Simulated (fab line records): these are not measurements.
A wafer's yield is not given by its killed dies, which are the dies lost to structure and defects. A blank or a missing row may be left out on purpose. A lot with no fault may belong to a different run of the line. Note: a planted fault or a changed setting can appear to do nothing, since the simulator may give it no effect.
fab line records	flow rit-cmos
[record] lots = 6	wafers = 18	last-day = 7
route steps=202 shown SILICIDE@161 CONTACT@168 M1@202
lots that met no fault: taken from a fault-free run of the same line
start-h: the number of hours between the record's first day and the start of the first shown wafer of the lot	wait-h: hours since the lot's step before	" identical to the entry in the row above	L1.1+2: a single row standing in for several wafers	- no value, or no start was given	* or withheld: withheld	< > ~ a bound
route shown NAME@n: names a module that has steps shown in the file, with the first one's number in the route	usual: mean/standard deviation of fault-free wafers	same: alike in all rows	chamber/n: place in a boat	sites: readings site by site	_std_site: the values' standard deviation	_edge_site: mean of outer sites minus mean of inner sites	radius-mm: how far each site lies from the wafer's centre	mask NAME#n: copy n	behind: the tool/chamber that last shaped the wafer	hold: why the lot went on hold/how many hours it stayed there/how the hold came to an end	device: the transistor (n, p or np) that didn't switch	end of line: the tests these same wafers got at the end of their route	where a step has no rows: the recipe by itself	killed: at the first sort, the dies lost to defects and structure; wafer yield is something else	map: the dies of a wafer, with x for killed, . for not killed, _ for no die there
set.NAME: the setting the step ran with; set.NAME@STEP: the setting that earlier step ran with	model.NAME: the simulator's own value behind a step, which no gauge read
lots at some steps of the route; a table a step, a row a wafer
services: the hour from which a tool's chamber was out of use, counted from the record's first day as start-h (under 0 if before that day), plus the number of hours and why
[[steps]]
[step RIT_SILICIDE_WET_ETCH_00]
[recipe] chemistry = BOE	target = SiO2	target-depth-nm = 14	time-s = 15	dry = n2-spin	dilution = 10:1	temp-c = 21.5
[step RIT_SILICIDE_SPUTTER_01]
[recipe] material = Ti	target-thk-nm = 30	power-w = 350	chamber-pressure-pa = 0.667	gas = Ar	time-s = 234.8	substrate-temp-c = 25
[usual] throttle-valve-pct = 29.4/1.2
lot.wafer	tool	chamber	start-h	wait-h	throttle-valve-pct
L418.1	pvd-sputter-02	-	56.61	0.0	30.6
L418.5	"	-	"	"	30.1
L418.6	"	-	"	"	30.8
L424.1	pvd-sputter-04	-	86.76	0.0	30.2
L424.3	"	-	"	"	30.0
L424.5	"	-	"	"	29.7
L426.2	pvd-sputter-03	-	100.36	0.0	29.6
L426.3	"	-	"	"	28.0
L426.4	"	-	"	"	31.0
L427.2	pvd-sputter-02	-	102.26	0.0	29.1
L427.3	"	-	"	"	30.5
L427.6	"	-	"	"	27.3
L437.1	pvd-sputter-02	-	159.86	0.0	30.6
L437.2	"	-	"	"	28.9
L437.6	"	-	"	"	27.4
L438.1	pvd-sputter-03	-	161.35	0.0	28.8
L438.5	"	-	"	"	29.7
L438.6	"	-	"	"	30.9
[step RIT_SILICIDE_RS_MEAS_02]
[recipe] thk-meas-gauge = four-point-probe	reads = Ti_of_SILICIDE_SPUTTER_01
[usual] SILICIDE_TI_RS = 49.6/0.7
lot.wafer	tool	chamber	start-h	wait-h	SILICIDE_TI_RS[ohm/sq]
L418.1	film-metro-03	-	56.76	0.1	49.2
L418.5	"	-	"	"	49.3
L418.6	"	-	"	"	49.2
L424.1	film-metro-03	-	86.91	0.1	49.8
L424.3	"	-	"	"	49.3
L424.5	"	-	"	"	49.7
L426.2	film-metro-04	-	100.53	0.1	50.9
L426.3	"	-	"	"	51.3
L426.4	"	-	"	"	50.4
L427.2	film-metro-03	-	102.43	0.1	49.5
L427.3	"	-	"	"	48.9
L427.6	"	-	"	"	49.0
L437.1	film-metro-03	-	160.01	0.1	49.7
L437.2	"	-	"	"	48.7
L437.6	"	-	"	"	49.5
L438.1	film-metro-03	-	161.50	0.1	48.9
L438.5	"	-	"	"	48.7
L438.6	"	-	"	"	48.3
[step RIT_SILICIDE_THK_MEAS_03]
[recipe] thk-meas-gauge = xrf	reads = Ti_of_SILICIDE_SPUTTER_01
[usual] SILICIDE_TI_THK = 28.9/0.41
lot.wafer	tool	chamber	start-h	wait-h	SILICIDE_TI_THK[nm]
L418.1	film-metro-03	-	56.88	0.1	29.3
L418.5	"	-	"	"	29.3
L418.6	"	-	"	"	29.2
L424.1	film-metro-03	-	87.03	0.1	29.1
L424.3	"	-	"	"	29.2
L424.5	"	-	"	"	29.0
L426.2	film-metro-04	-	100.64	0.1	28.4
L426.3	"	-	"	"	28.0
L426.4	"	-	"	"	28.6
L427.2	film-metro-03	-	102.54	0.1	29.0
L427.3	"	-	"	"	29.2
L427.6	"	-	"	"	29.2
L437.1	film-metro-03	-	160.13	0.1	28.8
L437.2	"	-	"	"	29.6
L437.6	"	-	"	"	29.2
L438.1	film-metro-03	-	161.62	0.1	29.4
L438.5	"	-	"	"	29.5
L438.6	"	-	"	"	29.6
[step RIT_SILICIDE_RTA_04]
[recipe] temp-c = 650	time-s = 10	idle-temp-c = 25	ramp-up-s = 5	ramp-down-s = 5	cool-to-c = 25	ambient = N2
[usual] wafer_temp_C_max = 652.9/0.55
lot.wafer	tool	chamber	start-h	wait-h	wafer_temp_C_max
L418.1	rtp-anneal-02	0	56.94	0.1	652.1
L418.5	"	0	"	"	652.1
L418.6	"	0	"	"	652.9
L424.1	rtp-anneal-02	0	87.09	0.1	652.7
L424.3	"	0	"	"	652.7
L424.5	"	0	"	"	652.1
L426.2	rtp-anneal-02	0	100.70	0.1	652.1
L426.3	"	0	"	"	653.1
L426.4	"	0	"	"	651.8
L427.2	rtp-anneal-01	0	102.60	0.1	653.0
L427.3	"	0	"	"	653.2
L427.6	"	0	"	"	652.5
L437.1	rtp-anneal-01	0	160.19	0.1	652.7
L437.2	"	0	"	"	654.1
L437.6	"	0	"	"	653.3
L438.1	rtp-anneal-02	0	161.68	0.1	653.0
L438.5	"	0	"	"	652.2
L438.6	"	0	"	"	652.6
[step RIT_SILICIDE_WET_ETCH_05]
[recipe] chemistry = SPM	target = Ti	temp-c = 90	time-s = 120	dry = n2-spin
[step RIT_SILICIDE_RTA_06]
[recipe] temp-c = 750	time-s = 10	idle-temp-c = 25	ramp-up-s = 5	ramp-down-s = 10	cool-to-c = 25	ambient = N2
[usual] wafer_temp_C_max = 753.2/0.59
lot.wafer	tool	chamber	start-h	wait-h	wafer_temp_C_max
L418.1	rtp-anneal-01	0	57.05	0.0	753.0
L418.5	"	0	"	"	753.5
L418.6	"	0	"	"	753.0
L424.1	rtp-anneal-01	0	87.20	0.0	753.0
L424.3	"	0	"	"	753.2
L424.5	"	0	"	"	752.7
L426.2	rtp-anneal-01	0	100.81	0.0	753.2
L426.3	"	0	"	"	754.1
L426.4	"	0	"	"	753.4
L427.2	rtp-anneal-02	0	102.71	0.0	754.2
L427.3	"	0	"	"	754.2
L427.6	"	0	"	"	752.1
L437.1	rtp-anneal-02	0	160.30	0.0	754.0
L437.2	"	0	"	"	752.4
L437.6	"	0	"	"	752.8
L438.1	rtp-anneal-01	0	161.79	0.0	753.5
L438.5	"	0	"	"	753.9
L438.6	"	0	"	"	752.1
[step RIT_CONTACT_CVD_00]
[recipe] material = SiO2	target-thk-nm = 400	precursor = TEOS	temp-c = 390	time-s = 61	rf-w = 400
[usual] heater-power-w = 339/51
lot.wafer	tool	chamber	start-h	wait-h	heater-power-w
L418.1	pecvd-02	2	57.12	0.1	324
L418.5	"	1	"	"	307
L418.6	"	0	"	"	312
L424.1	pecvd-02	1	87.27	0.1	360
L424.3	"	0	"	"	301
L424.5	"	1	"	"	363
L426.2	pecvd-04	0	100.87	0.0	398
L426.3	"	2	"	"	250
L426.4	"	2	"	"	254
L427.2	pecvd-02	1	102.76	0.0	359
L427.3	"	0	"	"	252
L427.6	"	1	"	"	374
L437.1	pecvd-03	0	160.37	0.1	324
L437.2	"	1	"	"	340
L437.6	"	2	"	"	396
L438.1	pecvd-04	0	161.86	0.1	413
L438.5	"	1	"	"	376
L438.6	"	2	"	"	315
[step RIT_CONTACT_THK_MEAS_01]
[recipe] reads = SiO2_of_CONTACT_CVD_00
[usual] CONTACT_TEOS_THK = 402/5.5
lot.wafer	tool	chamber	start-h	wait-h	CONTACT_TEOS_THK[nm]
L418.1	film-metro-03	-	57.17	0.0	396
L418.5	"	-	"	"	413
L418.6	"	-	"	"	408
L424.1	film-metro-03	-	87.32	0.0	405
L424.3	"	-	"	"	399
L424.5	"	-	"	"	416
L426.2	film-metro-03	-	100.93	0.0	395
L426.3	"	-	"	"	396
L426.4	"	-	"	"	397
L427.2	film-metro-01	-	102.82	0.0	400
L427.3	"	-	"	"	396
L427.6	"	-	"	"	405
L437.1	film-metro-04	-	160.42	0.0	402
L437.2	"	-	"	"	396
L437.6	"	-	"	"	410
L438.1	film-metro-04	-	161.91	0.0	400
L438.5	"	-	"	"	403
L438.6	"	-	"	"	403
[step RIT_CONTACT_HMDS_02]
[recipe] prime-time-s = 60	prime-temp-c = 140
[step RIT_CONTACT_COAT_03]
[recipe] resist = NOVOLAK	spin-rpm = 3250	resist-thk-nm = 1000
[step RIT_CONTACT_SOFTBAKE_04]
[recipe] resist = NOVOLAK	temp-c = 90	time-s = 60
[step RIT_CONTACT_EXPOSE_05]
[recipe] mask-id = M11	na = 0.6	source-shape = conventional	sigma-outer = 0.5	target-cd-nm = 1000	dose-mj = 250
[usual] exposure-dose-mJ-cm2 = 249.88/0.22
[same] na = 0.6
lot.wafer	tool	chamber	start-h	wait-h	mask	exposure-dose-mJ-cm2
L418.1	iline-stepper-02	0	57.88	0.2	M11#0	249.91
L418.5	"	0	"	"	M11#0	250.20
L418.6	"	0	"	"	M11#0	249.86
L424.1	iline-stepper-01	0	87.95	0.2	M11#0	249.85
L424.3	"	0	"	"	M11#0	249.80
L424.5	"	0	"	"	M11#0	249.80
L426.2	iline-stepper-01	0	101.45	0.1	M11#0	195.92
L426.3	"	0	"	"	M11#0	195.50
L426.4	"	0	"	"	M11#0	195.41
L427.2	iline-stepper-01	0	103.34	0.1	M11#0	206.86
L427.3	"	0	"	"	M11#0	206.46
L427.6	"	0	"	"	M11#0	206.80
L437.1	iline-stepper-02	0	160.93	0.1	M11#0	249.58
L437.2	"	0	"	"	M11#0	249.48
L437.6	"	0	"	"	M11#0	249.78
L438.1	iline-stepper-02	0	162.42	0.1	M11#0	249.51
L438.5	"	0	"	"	M11#0	249.73
L438.6	"	0	"	"	M11#0	249.75
[step RIT_CONTACT_PEB_06]
[recipe] resist = NOVOLAK	temp-c = withheld	time-s = withheld
[step RIT_CONTACT_DEVELOP_07]
[recipe] resist = NOVOLAK	develop-time-s = 120	dev-temp-c = 23
[step RIT_CONTACT_CD_MEAS_08]
[recipe] target-cd-nm = 1000
[usual] cd-nm = 999.4/1.8
lot.wafer	tool	chamber	start-h	wait-h	cd-nm
L418.1	cd-sem-01	-	58.39	-	1000.7
L418.5	"	-	"	"	1001.0
L418.6	"	-	"	"	1001.0
L424.1	cd-sem-01	-	88.47	-	998.1
L424.3	"	-	"	"	998.4
L424.5	"	-	"	"	1000.4
L426.2	cd-sem-02	-	101.96	-	929.9
L426.3	"	-	"	"	928.2
L426.4	"	-	"	"	931.2
L427.2	cd-sem-01	-	103.86	-	946.6
L427.3	"	-	"	"	946.6
L427.6	"	-	"	"	946.8
L437.1	cd-sem-01	-	161.45	-	1002.3
L437.2	"	-	"	"	998.0
L437.6	"	-	"	"	998.7
L438.1	cd-sem-01	-	162.93	-	998.6
L438.5	"	-	"	"	1000.3
L438.6	"	-	"	"	1000.6
[step RIT_CONTACT_OVL_MEAS_09]
[usual] CONTACT_OVL = -0.8/1.6
lot.wafer	tool	chamber	start-h	wait-h	CONTACT_OVL[nm]
L418.1	overlay-02	-	58.51	0.1	-1.1
L418.5	"	-	"	"	0.2
L418.6	"	-	"	"	1.3
L424.1	overlay-01	-	88.59	0.1	-3.1
L424.3	"	-	"	"	-2.1
L424.5	"	-	"	"	-0.8
L426.2	overlay-01	-	102.07	0.1	-2.3
L426.3	"	-	"	"	-3.4
L426.4	"	-	"	"	-1.4
L427.2	overlay-01	-	103.97	0.1	-2.3
L427.3	"	-	"	"	-1.7
L427.6	"	-	"	"	-1.8
L437.1	overlay-02	-	161.57	0.1	-2.8
L437.2	"	-	"	"	-1.8
L437.6	"	-	"	"	-3.0
L438.1	overlay-02	-	163.05	0.1	-3.0
L438.5	"	-	"	"	-2.4
L438.6	"	-	"	"	-1.5
[step RIT_CONTACT_HARDBAKE_10]
[recipe] resist = NOVOLAK	temp-c = 140	time-s = 60
[step RIT_CONTACT_ETCH_11]
[recipe] target-depth-a = 4800	over-etch-frac = 0.2	stop-on = TiSi2	chemistry = CHF3/CF4/Ar	target = SiO2	CHF3_flow_sccm = 50	cf4-flow-sccm = 10	Ar_flow_sccm = 100	O2_flow_sccm = 5	pressure-mtorr = 100	rf-w = 200	time-s = 320
[usual] drypump-motor-current-A = 5.8/0.36	oes-product-au = 0.989/0.014	throttle-valve-pct = 8.77/0.11
lot.wafer	tool	chamber	start-h	wait-h	drypump-motor-current-A	oes-product-au	rf-hours-counter-h	throttle-valve-pct	model.CONTACT.cd-nm
L418.1	rie-diel-03	3	58.70	0.1	5.5	0.966	32	8.94	1000
L418.5	"	3	"	"	5.6	0.968	-	8.93	1001
L418.6	"	0	"	"	5.5	1.005	-	8.79	1001
L424.1	rie-diel-02	3	88.78	0.1	5.8	0.999	6	8.80	998.4
L424.3	"	1	"	"	5.4	0.983	85	8.89	998.4
L424.5	"	2	"	"	5.6	0.982	-	8.82	999.9
L426.2	rie-diel-03	0	102.25	0.1	5.5	1.001	109	8.80	929.7
L426.3	"	3	"	"	5.5	0.963	32	8.92	927.9
L426.4	"	1	"	"	6.2	0.990	112	8.62	931
L427.2	rie-diel-02	3	104.15	0.1	5.8	1.002	7	8.80	946.4
L427.3	"	1	"	"	5.4	0.978	85	8.90	946.5
L427.6	"	2	"	"	5.6	0.974	-	8.83	946.7
L437.1	rie-diel-03	2	161.75	0.1	6.0	0.992	142	8.65	1003
L437.2	"	1	"	"	6.2	0.999	114	8.61	998.1
L437.6	"	1	"	"	6.2	0.997	-	8.61	998.4
L438.1	rie-diel-02	0	163.24	0.1	6.5	0.978	129	8.73	998.6
L438.5	"	2	"	"	5.6	0.967	-	8.82	999.7
L438.6	"	1	"	"	5.5	0.979	-	8.90	1000
[step RIT_CONTACT_STRIP_12]
[recipe] chemistry = O2	time-s = 180	resist = NOVOLAK	platen-temp-c = withheld	power-w = 500	pressure-mtorr = 4000	o2-flow-sccm = 4000
[usual] drypump-motor-current-A = 5.9/0.42	o2-flow-sccm = 4000/13
lot.wafer	tool	chamber	start-h	wait-h	drypump-motor-current-A	o2-flow-sccm	rf-hours-counter-h
L418.1	plasma-asher-02	1	58.89	0.1	5.6	4006	27
L418.5	"	0	"	"	6.2	3996	-
L418.6	"	1	"	"	5.7	3972	-
L424.1	plasma-asher-04	0	88.97	0.1	6.0	4046	44
L424.3	"	1	"	"	5.7	3989	-
L424.5	"	0	"	"	6.0	4015	-
L426.2	plasma-asher-04	1	102.44	0.1	5.7	4010	45
L426.3	"	0	"	"	6.0	4027	-
L426.4	"	1	"	"	5.7	3997	-
L427.2	plasma-asher-04	0	104.34	0.1	6.0	3977	45
L427.3	"	1	"	"	5.7	3982	-
L427.6	"	1	"	"	5.7	3994	-
L437.1	plasma-asher-02	1	161.95	0.1	5.7	4009	38
L437.2	"	0	"	"	6.2	3987	38
L437.6	"	0	"	"	6.2	4009	-
L438.1	plasma-asher-04	0	163.43	0.1	6.0	4010	52
L438.5	"	0	"	"	6.0	4019	-
L438.6	"	1	"	"	5.7	4024	-
[step RIT_M1_PROBE_99]
[usual] killed-at-contacts = 0.1/0.24	killed-at-front-end = 6.7/2.9	killed-dies = 6.8/2.9	killed-open = 3.5/2	killed-short = 3.2/1.9
[same] gross-dies = 264	killed_at_M0_to_M3 = 0	killed_at_M4_up = 0	killed-at-back-side = 0	killed-at-other = 0
lot.wafer	tool	chamber	start-h	wait-h	killed-at-contacts	killed-at-front-end	killed-dies	killed-open	killed-short	model.etest.contact-to-gate.bv-left-v	model.etest.contact-to-gate.bv-right-v
L418.1	prober-02	-	63.55	0.1	0	4	4	1	3	91.53	89.31
L418.5	prober-02	-	63.75	0.2	0	7	7	4	3	87.95	87.63
L418.6	prober-02	-	63.80	0.2	0	10	10	8	2	92.56	89.79
L424.1	prober-02	-	93.83	0.1	0	10	10	5	5	90.87	88.48
L424.3	prober-02	-	93.93	0.2	0	6	6	4	2	88.55	90.57
L424.5	prober-02	-	94.03	0.2	0	6	6	4	2	89.49	88.29
L426.2	prober-02	-	107.15	0.1	1	7	8	3	4	107.1	109.7
L426.3	prober-02	-	107.20	0.2	0	7	7	2	5	107.8	107.7
L426.4	prober-02	-	107.25	0.2	1	7	8	5	3	107.7	107.5
L427.2	prober-01	-	109.17	0.1	0	7	7	3	4	101.4	102.7
L427.3	prober-01	-	109.22	0.2	0	5	5	4	1	102.3	105.6
L427.6	prober-01	-	109.37	0.2	0	3	3	2	1	104.3	101.4
L437.1	prober-01	-	166.78	0.1	1	7	8	4	4	89.98	87.81
L437.2	prober-01	-	166.83	0.1	0	2	2	2	0	91.48	88.45
L437.6	prober-01	-	167.03	0.2	0	5	5	5	0	88.28	89.34
L438.1	prober-02	-	168.28	0.1	0	10	10	4	6	90.81	92.28
L438.5	prober-02	-	168.48	0.2	0	11	11	4	7	88.64	90.61
L438.6	prober-02	-	168.53	0.2	0	2	2	0	1	90.46	91.68
// killed by level:class
L418.1 GATE:geometric-particle:short=2 FOX1:geometric-particle:short=1 FOX1:geometric-particle:open=1
L418.5 GATE:geometric-particle:open=2 FOX1:geometric-particle:short=1 FOX1:geometric-particle:open=1 FOX2:geometric-particle:open=1 GATE:geometric-particle:short=1 SPACER:geometric-particle:short=1
L418.6 GATE:geometric-particle:open=4 REOX:geometric-particle:open=3 FOX1:geometric-particle:open=1 GATE:geometric-particle:short=1 SILICIDE:geometric-particle:short=1
L424.1 GATE:geometric-particle:short=3 GATE:geometric-particle:open=2 REOX:geometric-particle:open=2 FOX2:geometric-particle:short=1 SPACER:geometric-particle:open=1 SPACER:geometric-particle:short=1
L424.3 FOX1:geometric-particle:short=1 FOX2:geometric-particle:open=1 GATE:geometric-particle:open=1 SPACER:geometric-particle:short=1 SPACER:geometric-particle:open=1 SILICIDE:geometric-particle:open=1
L424.5 GATE:geometric-particle:open=2 FOX1:geometric-particle:short=1 FOX2:geometric-particle:short=1 FOX2:geometric-particle:open=1 SILICIDE:geometric-particle:open=1
L426.2 SPACER:geometric-particle:short=2 FOX1:geometric-particle:open=1 FOX1:geometric-particle:short=1 GATE:geometric-particle:short=1 REOX:geometric-particle:open=1 SPACER:geometric-particle:open=1 CONTACT:area-expose=1
L426.3 FOX1:geometric-particle:short=3 REOX:geometric-particle:open=1 REOX:geometric-particle:short=1 SPACER:geometric-particle:short=1 SPACER:geometric-particle:open=1
L426.4 FOX1:geometric-particle:open=2 GATE:geometric-particle:short=1 GATE:geometric-particle:open=1 SPACER:geometric-particle:short=1 SPACER:geometric-particle:open=1 SILICIDE:geometric-particle:open=1 CONTACT:geometric-particle:short=1
L427.2 GATE:geometric-particle:short=3 FOX1:geometric-particle:short=1 FOX1:geometric-particle:open=1 GATE:geometric-particle:open=1 SILICIDE:geometric-particle:open=1
L427.3 SILICIDE:geometric-particle:open=2 FOX2:geometric-particle:open=1 GATE:geometric-particle:open=1 GATE:geometric-particle:short=1
L427.6 GATE:geometric-particle:open=2 SILICIDE:geometric-particle:short=1
L437.1 GATE:geometric-particle:open=2 FOX1:geometric-particle:short=1 FOX2:geometric-particle:short=1 REOX:geometric-particle:short=1 SPACER:geometric-particle:open=1 SPACER:geometric-particle:short=1 CONTACT:geometric-particle:open=1
L437.2 FOX2:geometric-particle:open=1 SPACER:geometric-particle:open=1
L437.6 SPACER:geometric-particle:open=3 GATE:geometric-particle:open=1 SILICIDE:geometric-particle:open=1
L438.1 SPACER:geometric-particle:short=2 FOX1:geometric-particle:short=1 FOX1:geometric-particle:open=1 SILICIDE:geometric-particle:short=1 FOX2:geometric-particle:short=1 GATE:geometric-particle:short=1 GATE:geometric-particle:open=1 REOX:geometric-particle:open=1
L438.5 SILICIDE:geometric-particle:short=3 FOX1:geometric-particle:short=2 SILICIDE:geometric-particle:open=2 GATE:geometric-particle:short=1 GATE:geometric-particle:open=1 REOX:geometric-particle:short=1 REOX:geometric-particle:open=1
L438.6 GATE:geometric-particle:short=1 PWELL:coat-microbubble-printed=1
[[services]]
tool	chamber	start-h	hours	kind
pvd-sputter-02	-	35.47	5.5	repair
rie-diel-03	0	47.04	5.7	repair
iline-stepper-01	-	49.18	4.2	repair
rie-diel-02	1	52.51	3.5	repair
rie-diel-03	3	76.50	8.4	repair
iline-stepper-02	0	99.87	-	calibration
pecvd-02	-	111.76	0.8	pm
rie-diel-02	1	123.41	11.2	repair
pecvd-02	0	137.73	6.2	repair
rie-diel-02	2	140.90	3.3	repair
iline-stepper-01	0	148.56	-	calibration
pecvd-03	-	152.30	1.7	repair
pecvd-02	0	156.62	5.8	repair
rie-diel-02	3	156.87	7.2	repair
[[key]]
[first-sign] step = RIT_CONTACT_EXPOSE_05	reading = exposure-dose-mJ-cm2	direction = down	sigmas = 99+	usual = 249.88	struck = 201.16
[effect] step = RIT_CONTACT_CD_MEAS_08	reading = cd-nm	direction = down	sigmas = 34	usual = 999.4	struck = 938.2	through = control-loop
[model-effect] step = RIT_CONTACT_ETCH_11	value = CONTACT.cd-nm	without = 999.3	struck = 938
[model-effect] step = RIT_M1_PROBE_99	value = etest.contact-to-gate.bv-left-v	without = 89.78	struck = 105.1
met-at RIT_CONTACT_EXPOSE_05
struck-wafers L426.2,L426.3,L426.4,L427.2,L427.3,L427.6
tester-left-out L426,L427
[loop-trim] step = RIT_CONTACT_EXPOSE_05	setting = dose	lots = L427
onset-between 87.95 101.45
[fault] kind = process-parameter-drift	tool = iline-stepper-01	chamber = -	onset-h = 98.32	steps = RIT_CONTACT_EXPOSE_05	channel = dose-mj	offset = -54.121	shape = step	acts-in = these-recipes-only	stated = 250
// tester-left-out: of these lots the tester's yield and bins aren't shown, on N5 and GAA mostly nor the transistor test; their killed dies are dies lost to structure and defects alone, not to doping, threshold or leakage, so they don't give the yield
// loop-trim: a control loop set the setting to another value than it would have without faults
